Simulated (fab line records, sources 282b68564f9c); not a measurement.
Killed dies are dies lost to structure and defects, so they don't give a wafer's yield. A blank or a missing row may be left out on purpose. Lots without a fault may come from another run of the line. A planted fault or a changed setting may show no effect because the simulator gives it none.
Which tool did it? | flow rit_cmos | 6 lots, 18 wafers sampled, at 1 step of a route of 202

WHAT THE GAUGES READ, wafer by wafer
RIT_PLDD_OVL_MEAS_06.
lot  | measured    | on         | PLDD_OVL (nm)
L892 | day 2 23:12 | overlay-01 | 0.4 1.4 -1.7
L894 | day 3 11:07 | overlay-02 | -0.2 0.1 -1.5
L896 | day 3 19:08 | overlay-01 | 1.9 2.3 1.3
L898 | day 4 06:46 | overlay-02 | -2.5 -2.6 -1.3
L900 | day 4 15:49 | overlay-02 | -0.9 0.6 0.6
L907 | day 6 03:41 | overlay-01 | 0.1 3.0 2.2

WHICH TOOL RAN EACH LOT (tool, then ch and the chambers of the sampled wafers, then the start)
The record holds no process step before these readings.

THE ANSWER, worked out from the rows above alone
Rule: what is usual is taken from the lots themselves. Put in order of their means at a reading, lots are off if they are a third of the lots or fewer, leave a main group of 4 or more, and stand apart from it by a gap of 3 or more times the standard deviation of the main group's means; of several such gaps the widest counts. A main group whose means are all the same, to the digits that the tables above print for the reading, isn't used. A lot without any number at a reading at which 4 lots or more have one is off too. The other lots that the step has rows for count as sound.
No lot is off at any reading shown: from this, nothing can be told.

WHAT THE SIMULATOR HAD PUT IN
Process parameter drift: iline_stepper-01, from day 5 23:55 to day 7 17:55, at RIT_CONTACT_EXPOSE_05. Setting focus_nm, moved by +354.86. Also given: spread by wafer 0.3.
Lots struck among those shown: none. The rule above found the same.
